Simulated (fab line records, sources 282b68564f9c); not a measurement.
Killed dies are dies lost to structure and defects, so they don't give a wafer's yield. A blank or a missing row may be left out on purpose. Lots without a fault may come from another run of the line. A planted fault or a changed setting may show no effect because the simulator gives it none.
Which tool did it? | flow rit_cmos | 13 lots, 39 wafers sampled, at 3 steps of a route of 202

WHAT THE GAUGES READ, wafer by wafer
RIT_PWELL_OVL_MEAS_06.
lot  | measured    | on         | PWELL_OVL (nm)
L952 | day 2 11:23 | overlay-02 | -0.7 0.8 -1.5
L953 | day 2 16:01 | overlay-01 | 0.7 2.1 1.8
L954 | day 2 19:41 | overlay-01 | 0.0 -1.0 -2.1
L956 | day 3 05:34 | overlay-02 | 0.0 1.2 0.3
L957 | day 3 11:53 | overlay-01 | -0.5 -1.5 -1.4
L958 | day 3 14:56 | overlay-01 | -1.1 -0.4 1.6
L959 | day 3 23:34 | overlay-01 | -0.5 -1.5 0.3
L961 | day 4 10:51 | overlay-02 | - - -
L962 | day 4 15:33 | overlay-02 | 2.1 -0.3 1.9
L965 | day 5 04:41 | overlay-01 | -1.0 1.3 -1.6
L970 | day 6 02:40 | overlay-01 | 0.3 -0.6 -1.2
L971 | day 6 07:29 | overlay-01 | -1.1 -1.6 -2.8
L972 | day 6 14:41 | overlay-01 | -1.5 0.2 0.0

RIT_PWELL_TW_MEAS_10.
lot  | measured    | on            | PWELL_TW
L952 | day 2 12:01 | film_metro-02 | 937 938 935
L953 | day 2 16:38 | film_metro-02 | 946 941 941
L954 | day 2 20:18 | film_metro-01 | 960 966 961
L956 | day 3 06:10 | film_metro-01 | 968 970 966
L957 | day 3 12:31 | film_metro-01 | 961 969 965
L958 | day 3 15:40 | film_metro-02 | 934 937 937
L959 | day 4 00:20 | film_metro-01 | 962 963 961
L961 | day 4 11:28 | film_metro-01 | 30 30 30
L962 | day 4 16:10 | film_metro-01 | 962 960 957
L965 | day 5 05:18 | film_metro-01 | 964 966 965
L970 | day 6 03:17 | film_metro-01 | 961 961 961
L971 | day 6 08:06 | film_metro-01 | 951 951 953
L972 | day 6 15:29 | film_metro-01 | 954 957 955

WHICH TOOL RAN EACH LOT (tool, then ch and the chambers of the sampled wafers, then the start)
lot  | RIT_PWELL_EXPOSE_03
L952 | iline_stepper-02 ch 0, day 2 10:58
L953 | iline_stepper-01 ch 0, day 2 15:38
L954 | iline_stepper-02 ch 0, day 2 19:16
L956 | iline_stepper-01 ch 0, day 3 05:08
L957 | iline_stepper-02 ch 0, day 3 11:30
L958 | iline_stepper-01 ch 0, day 3 14:26
L959 | iline_stepper-01 ch 0, day 3 23:07
L961 | iline_stepper-01 ch 0, day 4 10:27
L962 | iline_stepper-02 ch 0, day 4 15:07
L965 | iline_stepper-02 ch 0, day 5 04:16
L970 | iline_stepper-01 ch 0, day 6 02:16
L971 | iline_stepper-01 ch 0, day 6 07:04
L972 | iline_stepper-01 ch 0, day 6 14:16
- RIT_PWELL_EXPOSE_03: exposes mask M3, target cd 43700 nm.

WHAT THE TOOLS THEMSELVES READ (means of the sampled wafers that have a number; where no wafer has one, the mark that the record gives instead)
The record holds no such reading with a usual standard deviation.

THE ANSWER, worked out from the rows above alone
Rule: what is usual is taken from the lots themselves. Put in order of their means at a reading, lots are off if they are a third of the lots or fewer, leave a main group of 4 or more, and stand apart from it by a gap of 3 or more times the standard deviation of the main group's means; of several such gaps the widest counts. A main group whose means are all the same, to the digits that the tables above print for the reading, isn't used. A lot without any number at a reading at which 4 lots or more have one is off too. The other lots that the step has rows for count as sound. The gauges are gone through in route order, then the tools' own readings, and for those a lot's mean is taken as printed above. The first step at which some lot is off is used, and at that step the reading that is off furthest; a lot without a number counts as furthest.
Off: L961, at RIT_PWELL_OVL_MEAS_06 (PWELL_OVL). Without a number there: L961. The main group: mean -0.3 nm, standard deviation 0.92.
A tool fits if, at a process step before that reading, it ran every lot that is off, and no sound lot after the first of them. The gauges at RIT_PWELL_OVL_MEAS_06 aren't tried: what is off there is off at RIT_PWELL_TW_MEAS_10 too, on other tools, and a gauge's error can't cause that. None of those tried fits.

WHAT THE SIMULATOR HAD PUT IN
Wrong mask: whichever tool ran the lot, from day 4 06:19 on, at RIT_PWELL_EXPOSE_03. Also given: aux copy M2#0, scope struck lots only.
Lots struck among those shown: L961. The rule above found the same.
